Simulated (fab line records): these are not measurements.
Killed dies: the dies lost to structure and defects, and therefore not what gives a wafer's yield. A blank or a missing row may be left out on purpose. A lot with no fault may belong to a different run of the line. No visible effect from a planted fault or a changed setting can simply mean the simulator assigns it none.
What tool caused it? + flow rit-cmos + 45 wafers from 15 lots sampled at 2 of the route's 202 steps

== WHAT EACH GAUGE READ, for each wafer ==
Not one reading of a measure or inspect step in the record can be checked against a usual standard deviation.

== WHAT TOOL EACH LOT RAN ON (gives the tool, then ch and the chambers of the sampled wafers, and finally the start) ==
| lot  | RIT_ACTIVE_ETCH_13                | RIT_M1_PROBE_99        |
|------|-----------------------------------|------------------------|
| L415 | rie-diel-01 ch 0,3, day 1 14:59   | -                      |
| L416 | rie-diel-02 ch 0,1,3, day 1 22:36 | -                      |
| L417 | rie-diel-02 ch 0,2, day 2 05:19   | -                      |
| L419 | rie-diel-02 ch 0,1,3, day 2 11:52 | -                      |
| L420 | rie-diel-04 ch 0,1, day 2 19:17   | -                      |
| L421 | rie-diel-01 ch 1,2,3, day 2 22:44 | -                      |
| L422 | rie-diel-04 ch 0,1,2, day 3 03:31 | -                      |
| L423 | rie-diel-02 ch 0,2, day 3 08:10   | -                      |
| L424 | rie-diel-04 ch 0,1,3, day 3 13:57 | -                      |
| L425 | rie-diel-04 ch 1,2,3, day 3 18:05 | -                      |
| L426 | rie-diel-04 ch 0,2,3, day 3 22:31 | prober-01, day 6 15:14 |
| L427 | rie-diel-04 ch 1,3, day 4 05:31   | prober-02, day 6 21:38 |
| L429 | rie-diel-04 ch 0,2, day 4 15:02   | prober-02, day 7 08:52 |
| L432 | rie-diel-02 ch 2,3, day 5 08:37   | -                      |
| L437 | rie-diel-02 ch 0,1,3, day 6 10:16 | -                      |
- RIT_ACTIVE_ETCH_13: etches Si3N4 in SF6, stops on SiO2, time 210 s, target depth 210 nm.
- RIT_M1_PROBE_99

== AS READ BY THE TOOLS THEMSELVES (means over the sampled wafers that have a number; for cases with no such wafer, the mark the record gives instead) ==
RIT_ACTIVE_ETCH_13.
| lot  | tool        | drypump-motor-current-A (A) | oes-product-au (a.u.) | throttle-valve-pct (%) |
|------|-------------|-----------------------------|-----------------------|------------------------|
| L415 | rie-diel-01 | 5.2                         | 0.828                 | 7.62                   |
| L416 | rie-diel-02 | 6.0                         | 0.837                 | 7.45                   |
| L417 | rie-diel-02 | 5.7                         | 0.847                 | 7.66                   |
| L419 | rie-diel-02 | 5.9                         | 0.845                 | 7.46                   |
| L420 | rie-diel-04 | 5.9                         | 0.816                 | 7.39                   |
| L421 | rie-diel-01 | 5.5                         | 0.822                 | 7.49                   |
| L422 | rie-diel-04 | 5.7                         | 0.826                 | 7.48                   |
| L423 | rie-diel-02 | 5.7                         | 0.839                 | 7.67                   |
| L424 | rie-diel-04 | 5.8                         | 0.824                 | 7.40                   |
| L425 | rie-diel-04 | 5.7                         | 0.820                 | 7.48                   |
| L426 | rie-diel-04 | 5.5                         | 0.836                 | 7.44                   |
| L427 | rie-diel-04 | 5.8                         | 0.818                 | 7.41                   |
| L429 | rie-diel-04 | 5.4                         | 0.838                 | 7.52                   |
| L432 | rie-diel-02 | 6.0                         | 0.845                 | 7.57                   |
| L437 | rie-diel-02 | 5.9                         | 0.846                 | 7.45                   |

RIT_M1_PROBE_99.
| lot  | tool      | killed-at-contacts | killed-at-front-end | killed-dies | killed-open | killed-short |
|------|-----------|--------------------|---------------------|-------------|-------------|--------------|
| L426 | prober-01 | 0.0                | 35.0                | 35.0        | 4.0         | 3.7          |
| L427 | prober-02 | 0.0                | 32.7                | 32.7        | 3.7         | 5.0          |
| L429 | prober-02 | 0.0                | 38.0                | 38.0        | 4.0         | 3.3          |

== THE ANSWER, worked out from the rows above alone ==
Rule: the usual values come from the lots themselves. The widest of any qualifying gaps counts: lots, ordered by their means at a reading, are off when they make up no more than a third of the lots, leave a main group of 4 or more, and stand apart from it by 3 or more times the standard deviation of that group's means. The tables above print the reading to a certain number of digits; a main group whose means all agree to those digits is not used. Also off: a lot with no number at a reading for which 4 or more lots have one. All remaining lots with rows at the step are treated as sound. First the gauges in route order, then the tools' own readings, where a lot's mean is used as printed above. The first step at which some lot is off is used, and at that step the reading that is off furthest; a lot without a number counts as furthest.
No lot is off at any reading shown: from this, nothing can be told.

== WHAT WAS PUT IN BY THE SIMULATOR ==
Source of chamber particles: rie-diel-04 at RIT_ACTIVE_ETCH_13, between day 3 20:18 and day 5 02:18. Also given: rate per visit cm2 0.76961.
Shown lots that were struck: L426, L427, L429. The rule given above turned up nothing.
